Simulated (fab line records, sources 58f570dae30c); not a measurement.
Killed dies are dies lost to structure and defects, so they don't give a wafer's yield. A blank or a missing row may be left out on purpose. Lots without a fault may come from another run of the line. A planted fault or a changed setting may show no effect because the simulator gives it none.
fab line records | flow berkeley_cmos170
record lots=12 wafers=36 last_day=11
route steps=331 shown NWELL@16 PWELL@37 PVT@115 GATE@140
lots that met no fault: from a run of the same line without faults
start_h: hours from the record's first day to the start of the lot's first wafer shown | wait_h: hours since the lot's step before | " the same as in the row above | L1.1+2: a row that stands for several wafers | - no value, or no start given | * or withheld: withheld | < > ~ a bound
route shown NAME@n: a module of which the file shows steps, and the number in the route of the first | usual: mean/standard deviation of fault-free wafers | same: alike in all rows | chamber/n: place in a boat | sites: the reading at each site | _std_site: their standard deviation | _edge_site: outer sites' mean less inner sites' | radius_mm: how far each site lies from the wafer's centre | mask NAME#n: copy n | behind: the tool/chamber that last shaped the wafer | hold: why the lot was held/for how many hours/how that ended | device: the transistor (n, p or np) that didn't switch | end of line: the same wafers' tests at the end of the route | a step without rows: its recipe alone | killed: dies lost to structure and defects at the first sort, not the wafer's yield | map: a wafer's dies, x killed, . not, _ none there
set.NAME: the setting as run; set.NAME@STEP: as run at that earlier step | model.NAME: the simulator's own value behind a step, which no gauge read
steps of the route over a sample of lots; a table a step, a row a wafer
services: from which hour (start_h, from the record's first day; less than 0 if before it) a tool's chamber was out of use, for how many hours, and why
## steps
# step UCB170_NWELL_THK_MEAS_02
# recipe reads=SiO2_of_NWELL_OXIDATION_01
# usual NWELL_OXIDE_THK=26.6/0.46
# columns lot.wafer tool chamber start_h wait_h NWELL_OXIDE_THK[nm]
L263.2 film_metro-04 - 24.04 0.0 26.4
L263.4 " - " " 26.7
L263.6 " - " " 26.5
L264.1 film_metro-01 - 29.55 0.0 27.3
L264.4 " - " " 27.3
L264.5 " - " " 27.3
L265.3 film_metro-03 - 33.51 0.0 27.0
L265.4 " - " " 26.5
L265.5 " - " " 27.1
L275.3 film_metro-03 - 82.51 0.0 27.0
L275.5 " - " " 27.2
L275.6 " - " " 27.2
L276.1 film_metro-04 - 94.70 0.0 26.4
L276.5 " - " " 26.0
L276.6 " - " " 26.3
L278.2 film_metro-04 - 94.77 0.1 26.5
L278.3 " - " " 26.3
L278.6 " - " " 26.4
L280.3 film_metro-04 - 109.81 0.0 25.8
L280.4 " - " " 25.8
L280.5 " - " " 25.6
L281.3 film_metro-01 - 111.78 0.0 25.6
L281.4 " - " " 25.8
L281.5 " - " " 25.9
L283.2 film_metro-01 - 124.31 0.0 27.1
L283.4 " - " " 26.5
L283.5 " - " " 26.3
L284.2 film_metro-01 - 125.66 0.0 26.8
L284.4 " - " " 26.9
L284.6 " - " " 27.0
L285.3 film_metro-04 - 130.61 0.0 26.3
L285.4 " - " " 26.7
L285.6 " - " " 26.5
L286.1 film_metro-01 - 136.27 0.0 27.4
L286.2 " - " " 27.2
L286.5 " - " " 27.6
# step UCB170_PWELL_THK_MEAS_03
# recipe reads=SiO2_of_PWELL_OXIDATION_02
# usual PWELL_OXIDE_THK=26.5/0.44
# columns lot.wafer tool chamber start_h wait_h PWELL_OXIDE_THK[nm]
L263.2 film_metro-02 - 38.57 0.0 27.2
L263.4 " - " " 26.7
L263.6 " - " " 26.7
L264.1 film_metro-01 - 47.47 0.0 26.3
L264.4 " - " " 26.6
L264.5 " - " " 26.3
L265.3 film_metro-01 - 53.51 0.0 27.1
L265.4 " - " " 27.3
L265.5 " - " " 26.9
L275.3 film_metro-01 - 98.42 0.0 27.6
L275.5 " - " " 27.5
L275.6 " - " " 27.4
L278.2 film_metro-02 - 110.42 0.0 26.2
L278.3 " - " " 26.4
L278.6 " - " " 26.3
L276.1 film_metro-02 - 110.47 0.1 26.9
L276.5 " - " " 26.5
L276.6 " - " " 26.8
L280.3 film_metro-04 - 124.79 0.0 26.4
L280.4 " - " " 25.7
L280.5 " - " " 25.7
L281.3 film_metro-02 - 131.77 0.0 26.3
L281.4 " - " " 26.5
L281.5 " - " " 26.1
L283.2 film_metro-01 - 138.86 0.0 26.7
L283.4 " - " " 26.8
L283.5 " - " " 26.8
L284.2 film_metro-02 - 144.40 0.0 26.5
L284.4 " - " " 26.4
L284.6 " - " " 26.5
L285.3 film_metro-02 - 145.76 0.0 26.7
L285.4 " - " " 26.8
L285.6 " - " " 26.7
L286.1 film_metro-01 - 150.67 0.0 26.6
L286.2 " - " " 26.3
L286.5 " - " " 26.5
# step UCB170_PVT_HMDS_00
# recipe prime_time_s=60 prime_temp_c=100
# usual prime_temp_c=100.01/0.13
# columns lot.wafer tool chamber start_h wait_h prime_temp_c
L263.2 litho_track-04 0 100.72 0.8 99.86
L263.4 " 0 " " 100.04
L263.6 " 0 " " 99.89
L264.1 litho_track-01 0 109.57 0.0 100.00
L264.4 " 0 " " 100.01
L264.5 " 0 " " 99.93
L265.3 litho_track-01 0 123.12 0.4 100.07
L265.4 " 0 " " 100.05
L265.5 " 0 " " 100.25
L275.3 litho_track-04 0 157.39 0.1 103.74
L275.5 " 0 " " 103.36
L275.6 " 0 " " 103.67
L276.1 litho_track-04 0 176.17 0.5 103.73
L276.5 " 0 " " 103.53
L276.6 " 0 " " 103.59
L278.2 litho_track-01 0 176.27 0.6 100.04
L278.3 " 0 " " 99.93
L278.6 " 0 " " 99.85
L280.3 litho_track-03 0 184.68 0.1 99.87
L280.4 " 0 " " 99.98
L280.5 " 0 " " 99.94
L281.3 litho_track-03 0 196.91 0.1 100.02
L281.4 " 0 " " 99.91
L281.5 " 0 " " 100.08
L283.2 litho_track-03 0 205.77 0.0 100.16
L283.4 " 0 " " 100.05
L283.5 " 0 " " 100.16
L284.2 litho_track-03 0 211.60 0.3 99.95
L284.4 " 0 " " 99.93
L284.6 " 0 " " 100.15
L285.3 litho_track-01 0 217.70 0.1 99.84
L285.4 " 0 " " 99.74
L285.6 " 0 " " 99.99
L286.1 litho_track-01 0 218.10 0.5 100.00
L286.2 " 0 " " 99.81
L286.5 " 0 " " 99.80
# step UCB170_GATE_ETCH_14
# recipe chemistry=N2/H2 target_depth_a=withheld overetch_a=withheld target=BARC time_s=withheld source_w=500 bias_w=100 pressure_mtorr=30 n2_flow_sccm=100 h2_flow_sccm=200
# usual drypump_motor_current_A=5.7/0.59 h2_flow_sccm=200.1/0.62 oes_product_au=0.998/0.02 throttle_valve_pct=13.35/0.17
# columns lot.wafer tool chamber start_h wait_h drypump_motor_current_A h2_flow_sccm oes_product_au throttle_valve_pct
L263.2 rie_diel-02 0 112.19 0.0 5.1 200.1 1.019 13.22
L263.4 " 3 " " 5.7 201.3 1.017 13.40
L263.6 " 2 " " 6.7 200.3 0.977 13.07
L264.1 rie_diel-02 0 122.21 0.0 5.1 199.8 1.021 13.20
L264.4 " 3 " " 5.7 199.4 1.014 13.40
L264.5 " 2 " " 6.7 200.5 0.971 13.09
L265.3 rie_diel-02 1 135.26 0.0 5.1 198.8 0.967 13.35
L265.4 " 2 " " 6.7 200.6 0.979 13.08
L265.5 " 2 " " 6.7 201.2 0.971 13.08
L275.3 rie_diel-03 2 170.34 0.0 6.6 201.0 1.006 13.66
L275.5 " 2 " " 6.6 200.1 0.990 13.65
L275.6 " 0 " " 6.0 199.2 0.986 13.44
L278.2 rie_diel-04 2 187.62 0.0 5.7 199.6 0.976 13.54
L278.3 " 0 " " 5.1 199.9 0.998 13.36
L278.6 " 0 " " 5.1 199.7 0.997 13.36
L276.1 rie_diel-02 0 187.74 0.0 5.1 201.4 1.020 13.23
L276.5 " 0 " " 5.1 199.5 1.019 13.22
L276.6 " 2 " " 6.7 200.7 0.978 13.08
L280.3 rie_diel-02 0 199.79 0.0 5.1 200.2 1.018 13.23
L280.4 " 3 " " 5.7 199.3 1.022 13.38
L280.5 " 2 " " 6.7 200.1 0.973 13.07
L281.3 rie_diel-04 2 209.83 0.0 5.7 200.7 0.977 13.55
L281.4 " 1 " " 5.1 200.2 1.020 13.59
L281.5 " 0 " " 5.1 200.2 0.999 13.35
L283.2 rie_diel-04 2 219.66 0.0 5.7 199.8 0.981 13.56
L283.4 " 1 " " 5.1 200.1 1.014 13.59
L283.5 " 0 " " 5.0 200.4 1.000 13.35
L284.2 rie_diel-02 2 226.48 0.0 6.8 199.6 0.978 13.08
L284.4 " 0 " " 5.1 200.0 1.012 13.20
L284.6 " 2 " " 6.7 200.0 0.971 13.08
L285.3 rie_diel-04 0 231.14 0.0 5.1 199.3 0.993 13.36
L285.4 " 1 " " 5.1 200.2 1.011 13.59
L285.6 " 3 " " 5.2 200.4 1.019 13.19
L286.1 rie_diel-02 2 231.39 0.0 6.8 199.7 0.983 13.09
L286.2 " 0 " " 5.1 200.0 1.012 13.23
L286.5 " 2 " " 6.7 198.3 0.982 13.06
## services
# columns tool chamber start_h hours kind
rie_diel-04 1 101.14 - clean
rie_diel-04 1 101.14 20.2 scheduled_down
rie_diel-04 1 101.14 20.2 vent_cycle
rie_diel-04 0 118.22 2.3 repair
rie_diel-03 2 125.00 7.5 repair
rie_diel-03 3 169.67 10.1 repair
rie_diel-03 3 180.94 9.5 repair
rie_diel-02 1 184.35 15.8 repair
rie_diel-03 - 197.09 3.0 repair
rie_diel-04 3 201.36 11.7 repair
## key
first_sign step=UCB170_PVT_HMDS_00 reading=prime_temp_c direction=up sigmas=28 usual=* struck=*
effect none on later readings
met_at UCB170_PVT_HMDS_00
struck_lots L275,L276
tester_left_out L275,L276
not_acting_at UCB170_NWELL_THK_MEAS_02,UCB170_PWELL_THK_MEAS_03,UCB170_GATE_ETCH_14
onset_between 100.72 157.39
fault kind=process_parameter_drift tool=litho_track-04 chamber=- onset_h=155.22 steps=UCB170_PVT_HMDS_00 channel=prime_temp_c offset=* shape=step end_h=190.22 acts_in=* stated=*
# tester_left_out: of these lots the tester's yield and bins aren't shown, on N5 and GAA mostly nor the transistor test; their killed dies are dies lost to structure and defects alone, not to doping, threshold or leakage, so they don't give the yield
